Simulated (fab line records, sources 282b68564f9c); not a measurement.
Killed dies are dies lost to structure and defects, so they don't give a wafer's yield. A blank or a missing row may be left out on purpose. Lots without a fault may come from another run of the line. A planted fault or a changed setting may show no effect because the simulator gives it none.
fab line records | flow rit_cmos
record lots=5 wafers=23
route steps=202 shown SDANNEAL@156 PSD@157 NSD@158 PLDD@159 NLDD@160 SILICIDE@162 CONTACT@175 M1@184
start_h: hours from the record's first day to the start of the lot's first wafer shown | wait_h: hours since the lot's step before | " the same as in the row above | L1.1+2: a row that stands for several wafers | - no value, or no start given | * or withheld: withheld | < > ~ a bound
route shown NAME@n: a module of which the file shows steps, and the number in the route of the first | usual: mean/standard deviation of fault-free wafers | same: alike in all rows | chamber/n: place in a boat | sites: the reading at each site | _std_site: their standard deviation | _edge_site: outer sites' mean less inner sites' | radius_mm: how far each site lies from the wafer's centre | mask NAME#n: copy n | behind: the tool/chamber that last shaped the wafer | hold: why the lot was held/for how many hours/how that ended | device: the transistor (n, p or np) that didn't switch | end of line: the same wafers' tests at the end of the route | a step without rows: its recipe alone | killed: dies lost to structure and defects at the first sort, not the wafer's yield | map: a wafer's dies, x killed, . not, _ none there
set.NAME: the setting as run; set.NAME@STEP: as run at that earlier step | model.NAME: the simulator's own value behind a step, which no gauge read
lots whose settings were changed on purpose; a table a step, a row a wafer
## steps
# step RIT_SDANNEAL_RTA_03
# recipe temp_c=1050 time_s=5 idle_temp_c=600 ramp_up_c_per_s=342 ramp_down_c_per_s=171 cool_to_c=600 ambient=N2
# columns lot.wafer tool chamber start_h wait_h set.time_s
L079.1+4+6 rtp_anneal-01 0 73.77 0.0 5
L079.2+3 " 0 " " 5.552
L080.1+3+6 rtp_anneal-02 0 79.51 0.0 5
L080.4+5 " 0 " " 5.362
L081.1+2+5 rtp_anneal-01 0 83.91 0.0 5.341
L081.3+6 " 0 " " 5
L083.1+2+3 rtp_anneal-01 0 95.49 0.0 5
L084.1+5 rtp_anneal-02 0 105.09 0.0 4.555
L084.2+3+6 " 0 " " 5
# step RIT_SDANNEAL_RS_MEAS_04
# recipe thk_meas_gauge=four-point-probe
# usual PSD_RS=115.9/0.34
# columns lot.wafer tool chamber start_h wait_h set.time_s@SDANNEAL_RTA_03 PSD_RS[ohm/sq]
L079.1 film_metro-02 - 73.83 0.0 5 116.6
L079.2 " - " " 5.552 114.3
L079.3 " - " " 5.552 114.5
L079.4 " - " " 5 116.1
L079.6 " - " " 5 115.4
L080.1 film_metro-01 - 79.56 0.0 5 116.5
L080.3 " - " " 5 116.1
L080.4 " - " " 5.362 115.2
L080.5 " - " " 5.362 115.2
L080.6 " - " " 5 116.4
L081.1 film_metro-03 - 83.97 0.0 5.341 113.9
L081.2 " - " " 5.341 114.8
L081.3 " - " " 5 115.9
L081.5 " - " " 5.341 114.1
L081.6 " - " " 5 115.0
L083.1 film_metro-03 - 95.55 0.0 5 115.9
L083.2 " - " " 5 116.0
L083.3 " - " " 5 115.8
L084.1 film_metro-03 - 105.14 0.0 4.555 116.5
L084.2 " - " " 5 115.3
L084.3 " - " " 5 115.2
L084.5 " - " " 4.555 116.5
L084.6 " - " " 5 115.3
# step RIT_SDANNEAL_RS_MEAS_05
# recipe thk_meas_gauge=four-point-probe
# usual NSD_RS=84.51/0.27
# columns lot.wafer tool chamber start_h wait_h set.dose_cm2@NSD_IMPLANT_08 NSD_RS[ohm/sq]
L079.1 film_metro-02 - 73.95 0.1 1e+15 84.39
L079.2 " - " " 1e+15 83.86
L079.3 " - " " 1.052e+15 81.02
L079.4 " - " " 1.052e+15 80.99
L079.6 " - " " 1e+15 84.32
L080.1 film_metro-01 - 79.68 0.1 1.046e+15 81.50
L080.3 " - " " 1e+15 84.63
L080.4 " - " " 1.046e+15 81.78
L080.5 " - " " 1.046e+15 81.56
L080.6 " - " " 1e+15 84.31
L081.1 film_metro-03 - 84.09 0.1 1e+15 84.56
L081.2 " - " " 1.075e+15 79.80
L081.3 " - " " 1e+15 84.17
L081.5 " - " " 1.075e+15 79.83
L081.6 " - " " 1.075e+15 79.93
L083.1 film_metro-03 - 95.67 0.1 1e+15 84.82
L083.2 " - " " 1e+15 84.74
L083.3 " - " " 1e+15 84.80
L084.1 film_metro-03 - 105.26 0.1 1.036e+15 81.86
L084.2 " - " " 1.036e+15 81.64
L084.3 " - " " 1e+15 84.23
L084.5 " - " " 1e+15 83.96
L084.6 " - " " 1.036e+15 81.83
# step RIT_SDANNEAL_RS_MEAS_06
# recipe thk_meas_gauge=four-point-probe
# usual PLDD_RS=178.7/0.47
# columns lot.wafer tool chamber start_h wait_h set.time_s@SDANNEAL_RTA_03 PLDD_RS[ohm/sq]
L079.1 film_metro-02 - 74.07 0.1 5 179.5
L079.2 " - " " 5.552 177.1
L079.3 " - " " 5.552 177.3
L079.4 " - " " 5 178.8
L079.6 " - " " 5 179.4
L080.1 film_metro-01 - 79.80 0.1 5 178.7
L080.3 " - " " 5 178.8
L080.4 " - " " 5.362 178.3
L080.5 " - " " 5.362 178.4
L080.6 " - " " 5 179.4
L081.1 film_metro-03 - 84.21 0.1 5.341 177.4
L081.2 " - " " 5.341 177.4
L081.3 " - " " 5 178.3
L081.5 " - " " 5.341 177.8
L081.6 " - " " 5 178.1
L083.1 film_metro-03 - 95.79 0.1 5 179.5
L083.2 " - " " 5 178.5
L083.3 " - " " 5 178.3
L084.1 film_metro-03 - 105.38 0.1 4.555 179.3
L084.2 " - " " 5 177.5
L084.3 " - " " 5 177.9
L084.5 " - " " 4.555 179.2
L084.6 " - " " 5 178.0
# step RIT_SDANNEAL_RS_MEAS_07
# recipe thk_meas_gauge=four-point-probe
# usual NLDD_RS=151.7/0.46
# columns lot.wafer tool chamber start_h wait_h set.dose_cm2@NLDD_IMPLANT_08 NLDD_RS[ohm/sq]
L079.1 film_metro-02 - 74.19 0.1 4.722e+14 159.5
L079.2 " - " " 4.722e+14 159.5
L079.3 " - " " 4.722e+14 159.1
L079.4 " - " " 5e+14 152.6
L079.6 " - " " 5e+14 152.3
L080.1 film_metro-01 - 79.92 0.1 5.35e+14 144.1
L080.3 " - " " 5e+14 152.6
L080.4 " - " " 5.35e+14 143.7
L080.5 " - " " 5e+14 152.5
L080.6 " - " " 5e+14 152.7
L081.1 film_metro-03 - 84.33 0.1 5e+14 152.1
L081.2 " - " " 5e+14 151.3
L081.3 " - " " 5e+14 151.6
L081.5 " - " " 5e+14 151.2
L081.6 " - " " 5e+14 151.3
L083.1 film_metro-03 - 95.91 0.1 5e+14 151.6
L083.2 " - " " 5e+14 151.3
L083.3 " - " " 5e+14 151.7
L084.1 film_metro-03 - 105.50 0.1 5e+14 151.9
L084.2 " - " " 5e+14 152.1
L084.3 " - " " 5e+14 151.7
L084.5 " - " " 5e+14 152.1
L084.6 " - " " 5e+14 151.7
# step RIT_SILICIDE_SPUTTER_01
# recipe material=Ti target_thk_nm=30 power_w=350 chamber_pressure_pa=0.667 gas=Ar time_s=240 substrate_temp_c=25
# columns lot.wafer tool chamber start_h wait_h set.power_w model.Ti_of_SILICIDE_SPUTTER_01.thk_nm
L079.1 pvd_sputter-03 - 74.32 0.0 350 30.3
L079.2 " - " " 350 30.31
L079.3 " - " " 350 30.44
L079.4 " - " " 350 30.62
L079.6 " - " " 350 30.53
L080.1 pvd_sputter-04 - 80.06 0.0 318.3 27.24
L080.3 " - " " 350 29.9
L080.4 " - " " 318.3 27.13
L080.5 " - " " 350 30.05
L080.6 " - " " 350 30.17
L081.1 pvd_sputter-03 - 84.46 0.0 390.9 33.4
L081.2 " - " " 390.9 33.43
L081.3 " - " " 350 29.93
L081.5 " - " " 350 30.26
L081.6 " - " " 390.9 33.18
L083.1 pvd_sputter-03 - 96.04 0.0 350 30.19
L083.2 " - " " 350 30.03
L083.3 " - " " 350 30.17
L084.1 pvd_sputter-04 - 105.64 0.0 350 30.2
L084.2 " - " " 322.9 27.94
L084.3 " - " " 322.9 28.1
L084.5 " - " " 350 30.34
L084.6 " - " " 350 29.78
# step RIT_SILICIDE_RS_MEAS_02
# recipe thk_meas_gauge=four-point-probe reads=Ti_of_SILICIDE_SPUTTER_01
# usual SILICIDE_TI_RS=47.7/0.51
# columns lot.wafer tool chamber start_h wait_h set.power_w@SILICIDE_SPUTTER_01 SILICIDE_TI_RS[ohm/sq]
L079.1 film_metro-01 - 74.47 0.1 350 47.4
L079.2 " - " " 350 47.3
L079.3 " - " " 350 47.1
L079.4 " - " " 350 46.8
L079.6 " - " " 350 46.9
L080.1 film_metro-04 - 80.21 0.1 318.3 54.0
L080.3 " - " " 350 48.2
L080.4 " - " " 318.3 54.2
L080.5 " - " " 350 47.7
L080.6 " - " " 350 47.6
L081.1 film_metro-04 - 84.61 0.1 390.9 41.9
L081.2 " - " " 390.9 41.8
L081.3 " - " " 350 47.9
L081.5 " - " " 350 47.3
L081.6 " - " " 390.9 42.3
L083.1 film_metro-01 - 96.19 0.1 350 47.6
L083.2 " - " " 350 47.8
L083.3 " - " " 350 47.6
L084.1 film_metro-01 - 105.79 0.1 350 47.6
L084.2 " - " " 322.9 52.5
L084.3 " - " " 322.9 52.0
L084.5 " - " " 350 47.3
L084.6 " - " " 350 48.4
# step RIT_SILICIDE_THK_MEAS_03
# recipe thk_meas_gauge=xrf reads=Ti_of_SILICIDE_SPUTTER_01
# usual SILICIDE_TI_THK=30.09/0.26
# columns lot.wafer tool chamber start_h wait_h set.power_w@SILICIDE_SPUTTER_01 SILICIDE_TI_THK[nm]
L079.1 film_metro-01 - 74.59 0.1 350 30.30
L079.2 " - " " 350 30.17
L079.3 " - " " 350 30.41
L079.4 " - " " 350 30.52
L079.6 " - " " 350 30.34
L080.1 film_metro-04 - 80.33 0.1 318.3 27.29
L080.3 " - " " 350 29.90
L080.4 " - " " 318.3 27.12
L080.5 " - " " 350 30.02
L080.6 " - " " 350 30.10
L081.1 film_metro-04 - 84.73 0.1 390.9 33.41
L081.2 " - " " 390.9 33.40
L081.3 " - " " 350 29.74
L081.5 " - " " 350 30.20
L081.6 " - " " 390.9 33.12
L083.1 film_metro-01 - 96.31 0.1 350 30.34
L083.2 " - " " 350 30.18
L083.3 " - " " 350 30.36
L084.1 film_metro-01 - 105.91 0.1 350 30.29
L084.2 " - " " 322.9 28.07
L084.3 " - " " 322.9 28.19
L084.5 " - " " 350 30.37
L084.6 " - " " 350 30.00
# step RIT_CONTACT_DEVELOP_07
# recipe resist=NOVOLAK develop_time_s=120 dev_temp_c=23
# columns lot.wafer tool chamber start_h wait_h set.develop_time_s
L079.1+3+4 litho_track-03 0 - - 135.6
L079.2+6 " 0 " " 120
L080.1+4+6 litho_track-02 0 - - 120
L080.3+5 " 0 " " 133
L081.1+2+3+5+6 litho_track-04 0 - - 120
L083.1+2+3 litho_track-04 0 - - 120
L084.1+2+3+5+6 litho_track-02 0 - - 120
# step RIT_CONTACT_CD_MEAS_08
# recipe target_cd_nm=1000
# usual cd_nm=1000.1/2.1
# columns lot.wafer tool chamber start_h wait_h set.develop_time_s@CONTACT_DEVELOP_07 cd_nm
L079.1 cd_sem-02 - 75.90 - 135.6 1008.7
L079.2 " - " " 120 997.3
L079.3 " - " " 135.6 1009.7
L079.4 " - " " 135.6 1010.3
L079.6 " - " " 120 999.0
L080.1 cd_sem-01 - 81.76 - 120 1001.0
L080.3 " - " " 133 1008.8
L080.4 " - " " 120 999.7
L080.5 " - " " 133 1009.5
L080.6 " - " " 120 999.6
L081.1 cd_sem-01 - 86.04 - 120 999.6
L081.2 " - " " 120 1000.4
L081.3 " - " " 120 999.0
L081.5 " - " " 120 998.8
L081.6 " - " " 120 1000.3
L083.1 cd_sem-01 - 97.63 - 120 996.5
L083.2 " - " " 120 994.7
L083.3 " - " " 120 997.1
L084.1 cd_sem-01 - 107.22 - 120 1002.7
L084.2 " - " " 120 1001.8
L084.3 " - " " 120 1002.9
L084.5 " - " " 120 1002.8
L084.6 " - " " 120 1004.0
# step RIT_CONTACT_HARDBAKE_10
# recipe resist=NOVOLAK temp_c=140 time_s=60
# step RIT_CONTACT_ETCH_11
# recipe target_depth_a=4800 over_etch_frac=0.2 stop_on=TiSi2 chemistry=CHF3/CF4/Ar target=SiO2 CHF3_flow_sccm=50 cf4_flow_sccm=10 Ar_flow_sccm=100 O2_flow_sccm=5 pressure_mtorr=100 rf_w=200 time_s=320
# columns lot.wafer tool chamber start_h wait_h set.develop_time_s@CONTACT_DEVELOP_07 model.CONTACT.cd_nm
L079.1 rie_diel-04 0 76.21 0.1 135.6 1008
L079.2 " 3 " " 120 996.8
L079.3+4 " 2,1 " " 135.6 1010
L079.6 " 3 " " 120 998.3
L080.1 rie_diel-04 1 82.07 0.1 120 1001
L080.3+5 " 2,1 " " 133 1009
L080.4+6 " 0 " " 120 1000
L081.1 rie_diel-03 0 86.35 0.1 120 998.9
L081.2 " 3 " " 120 1001
L081.3 " 2 " " 120 998.4
L081.5 " 3 " " 120 998.7
L081.6 " 0 " " 120 999.9
L083.1+3 rie_diel-01 1,2 97.94 0.1 120 997
L083.2 " 0 " " 120 995.1
L084.1+3+5 rie_diel-03 3,0,3 107.52 0.1 120 1003
L084.2 " 1 " " 120 1002
L084.6 " 0 " " 120 1004
# step RIT_CONTACT_STRIP_12
# recipe chemistry=O2 time_s=180 resist=NOVOLAK platen_temp_c=withheld power_w=500 pressure_mtorr=4000 o2_flow_sccm=4000
# step RIT_CONTACT_CD_MEAS_90
# recipe target_cd_nm=1000
# usual cd_nm=1000.1/2.2
# columns lot.wafer tool chamber start_h wait_h set.develop_time_s@CONTACT_DEVELOP_07 cd_nm
L079.1 cd_sem-02 - 76.58 0.1 135.6 1008.6
L079.2 " - " " 120 996.8
L079.3 " - " " 135.6 1009.9
L079.4 " - " " 135.6 1010.2
L079.6 " - " " 120 998.7
L080.1 cd_sem-01 - 82.44 0.1 120 1000.7
L080.3 " - " " 133 1009.3
L080.4 " - " " 120 999.7
L080.5 " - " " 133 1009.6
L080.6 " - " " 120 999.8
L081.1 cd_sem-01 - 86.72 0.1 120 998.8
L081.2 " - " " 120 1001.1
L081.3 " - " " 120 998.7
L081.5 " - " " 120 998.9
L081.6 " - " " 120 999.7
L083.1 cd_sem-02 - 98.31 0.1 120 996.8
L083.2 " - " " 120 995.0
L083.3 " - " " 120 997.0
L084.1 cd_sem-02 - 107.89 0.1 120 1003.5
L084.2 " - " " 120 1001.6
L084.3 " - " " 120 1003.5
L084.5 " - " " 120 1002.9
L084.6 " - " " 120 1003.9
# step RIT_M1_SPUTTER_00
# recipe material=Al target_thk_nm=400 power_w=2000 chamber_pressure_pa=0.4 gas=Ar time_s=500 substrate_temp_c=25
# columns lot.wafer tool chamber start_h wait_h set.time_s model.Al_of_M1_SPUTTER_00.thk_nm
L079.1 pvd_sputter-01 - 77.07 0.0 467 369.6
L079.2 " - " " 467 373.4
L079.3 " - " " 500 401.4
L079.4 " - " " 500 401.8
L079.6 " - " " 500 396.6
L080.1 pvd_sputter-02 - 82.91 0.0 500 404.2
L080.3 " - " " 500 403
L080.4 " - " " 463.7 374
L080.5 " - " " 463.7 373.8
L080.6 " - " " 463.7 373.3
L081.1 pvd_sputter-01 - 87.19 0.0 500 397.7
L081.2 " - " " 568.9 449.8
L081.3 " - " " 568.9 453.6
L081.5 " - " " 500 397.6
L081.6 " - " " 568.9 453.5
L083.1 pvd_sputter-01 - 98.78 0.0 500 402.4
L083.2 " - " " 500 403.6
L083.3 " - " " 500 395.6
L084.1 pvd_sputter-03 - 108.36 0.0 430.8 341.2
L084.2 " - " " 500 396.8
L084.3 " - " " 500 396.4
L084.5 " - " " 500 394.7
L084.6 " - " " 430.8 342.5
# step RIT_M1_RS_MEAS_01
# recipe thk_meas_gauge=four-point-probe reads=Al_of_M1_SPUTTER_00
# usual M1_AL_RS=0.0734/0.00071
# columns lot.wafer tool chamber start_h wait_h set.time_s@M1_SPUTTER_00 M1_AL_RS[ohm/sq]
L079.1 film_metro-01 - 77.36 0.1 467 0.0795
L079.2 " - " " 467 0.0788
L079.3 " - " " 500 0.0732
L079.4 " - " " 500 0.0732
L079.6 " - " " 500 0.0741
L080.1 film_metro-03 - 83.20 0.1 500 0.0726
L080.3 " - " " 500 0.0726
L080.4 " - " " 463.7 0.0785
L080.5 " - " " 463.7 0.0786
L080.6 " - " " 463.7 0.0788
L081.1 film_metro-01 - 87.48 0.1 500 0.0739
L081.2 " - " " 568.9 0.0652
L081.3 " - " " 568.9 0.0646
L081.5 " - " " 500 0.0739
L081.6 " - " " 568.9 0.0647
L083.1 film_metro-01 - 99.07 0.1 500 0.0730
L083.2 " - " " 500 0.0727
L083.3 " - " " 500 0.0744
L084.1 film_metro-02 - 108.66 0.1 430.8 0.0863
L084.2 " - " " 500 0.0740
L084.3 " - " " 500 0.0743
L084.5 " - " " 500 0.0744
L084.6 " - " " 430.8 0.0861
# step RIT_M1_THK_MEAS_02
# recipe thk_meas_gauge=xrf reads=Al_of_M1_SPUTTER_00
# usual M1_AL_THK=406/4.9
# columns lot.wafer tool chamber start_h wait_h set.time_s@M1_SPUTTER_00 M1_AL_THK[nm]
L079.1 film_metro-01 - 77.48 0.1 467 373
L079.2 " - " " 467 376
L079.3 " - " " 500 403
L079.4 " - " " 500 406
L079.6 " - " " 500 397
L080.1 film_metro-03 - 83.32 0.1 500 411
L080.3 " - " " 500 411
L080.4 " - " " 463.7 379
L080.5 " - " " 463.7 380
L080.6 " - " " 463.7 379
L081.1 film_metro-01 - 87.60 0.1 500 399
L081.2 " - " " 568.9 453
L081.3 " - " " 568.9 456
L081.5 " - " " 500 399
L081.6 " - " " 568.9 457
L083.1 film_metro-01 - 99.19 0.1 500 409
L083.2 " - " " 500 409
L083.3 " - " " 500 401
L084.1 film_metro-02 - 108.78 0.1 430.8 344
L084.2 " - " " 500 399
L084.3 " - " " 500 399
L084.5 " - " " 500 398
L084.6 " - " " 430.8 347
# step RIT_M1_EXPOSE_06
# recipe mask_id=M12 na=0.6 source_shape=conventional sigma_outer=0.5 target_cd_nm=2600 dose_mj=250
# columns lot.wafer tool chamber start_h wait_h mask set.dose_mj
L079.1+6 iline_stepper-02 0 77.99 0.1 M12#0 263.2
L079.2+3+4 " 0 " " M12#0 250
L080.1+4+5 iline_stepper-02 0 83.83 0.1 M12#0 233.6
L080.3+6 " 0 " " M12#0 250
L081.1+3+5 iline_stepper-02 0 88.11 0.1 M12#0 250
L081.2+6 " 0 " " M12#0 261.8
L083.1+2+3 iline_stepper-02 0 99.74 0.1 M12#0 250
L084.1+2+6 iline_stepper-01 0 109.52 0.2 M12#0 262.8
L084.3+5 " 0 " " M12#0 250
# step RIT_M1_PEB_07
# recipe resist=NOVOLAK temp_c=withheld time_s=withheld
# step RIT_M1_DEVELOP_08
# recipe resist=NOVOLAK develop_time_s=68 dev_temp_c=23
# step RIT_M1_CD_MEAS_09
# recipe target_cd_nm=2600
# usual cd_nm=2599.9/2
# columns lot.wafer tool chamber start_h wait_h set.dose_mj@M1_EXPOSE_06 cd_nm
L079.1 cd_sem-02 - 78.42 - 263.2 2585.0
L079.2 " - " " 250 2601.3
L079.3 " - " " 250 2599.4
L079.4 " - " " 250 2601.7
L079.6 " - " " 263.2 2585.8
L080.1 cd_sem-01 - 84.26 - 233.6 2620.8
L080.3 " - " " 250 2602.5
L080.4 " - " " 233.6 2619.3
L080.5 " - " " 233.6 2622.2
L080.6 " - " " 250 2602.2
L081.1 cd_sem-01 - 88.54 - 250 2598.7
L081.2 " - " " 261.8 2583.4
L081.3 " - " " 250 2599.0
L081.5 " - " " 250 2595.9
L081.6 " - " " 261.8 2584.9
L083.1 cd_sem-01 - 100.17 - 250 2599.1
L083.2 " - " " 250 2598.7
L083.3 " - " " 250 2601.2
L084.1 cd_sem-01 - 110.02 - 262.8 2583.7
L084.2 " - " " 262.8 2587.2
L084.3 " - " " 250 2601.1
L084.5 " - " " 250 2600.6
L084.6 " - " " 262.8 2583.6
## key
split step=RIT_SDANNEAL_RTA_03 setting=time_s stated=5 by=wafer
response step=RIT_SDANNEAL_RS_MEAS_04 reading=PSD_RS change=-0.151 per=1% r=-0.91
response step=RIT_SDANNEAL_RS_MEAS_06 reading=PLDD_RS change=-0.147 per=1% r=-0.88
split step=RIT_SILICIDE_SPUTTER_01 setting=power_w stated=350 by=wafer
response step=RIT_SILICIDE_SPUTTER_01 reading=model.Ti_of_SILICIDE_SPUTTER_01.thk_nm change=+0.287 per=1% r=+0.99
response step=RIT_SILICIDE_RS_MEAS_02 reading=SILICIDE_TI_RS change=-0.565 per=1% r=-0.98
response step=RIT_SILICIDE_THK_MEAS_03 reading=SILICIDE_TI_THK change=+0.29 per=1% r=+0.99
split step=RIT_CONTACT_DEVELOP_07 setting=develop_time_s stated=120 by=wafer
response step=RIT_CONTACT_CD_MEAS_08 reading=cd_nm change=+0.858 per=1% r=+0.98
response step=RIT_CONTACT_ETCH_11 reading=model.CONTACT.cd_nm change=+0.873 per=1% r=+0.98
response step=RIT_CONTACT_CD_MEAS_90 reading=cd_nm change=+0.893 per=1% r=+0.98
split step=RIT_M1_SPUTTER_00 setting=time_s stated=500 by=wafer
response step=RIT_M1_SPUTTER_00 reading=model.Al_of_M1_SPUTTER_00.thk_nm change=+3.99 per=1% r=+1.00
response step=RIT_M1_RS_MEAS_01 reading=M1_AL_RS change=-0.00078 per=1% r=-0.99
response step=RIT_M1_THK_MEAS_02 reading=M1_AL_THK change=+4.04 per=1% r=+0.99
split step=RIT_M1_EXPOSE_06 setting=dose_mj stated=250 by=wafer
response step=RIT_M1_CD_MEAS_09 reading=cd_nm change=-2.92 per=1% r=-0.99
split outside_this_file step=RIT_NLDD_IMPLANT_08 setting=dose_cm2
split outside_this_file step=RIT_NSD_IMPLANT_08 setting=dose_cm2
# split outside_this_file: this setting was split too, and the file shows its column; the key of that split is in another file
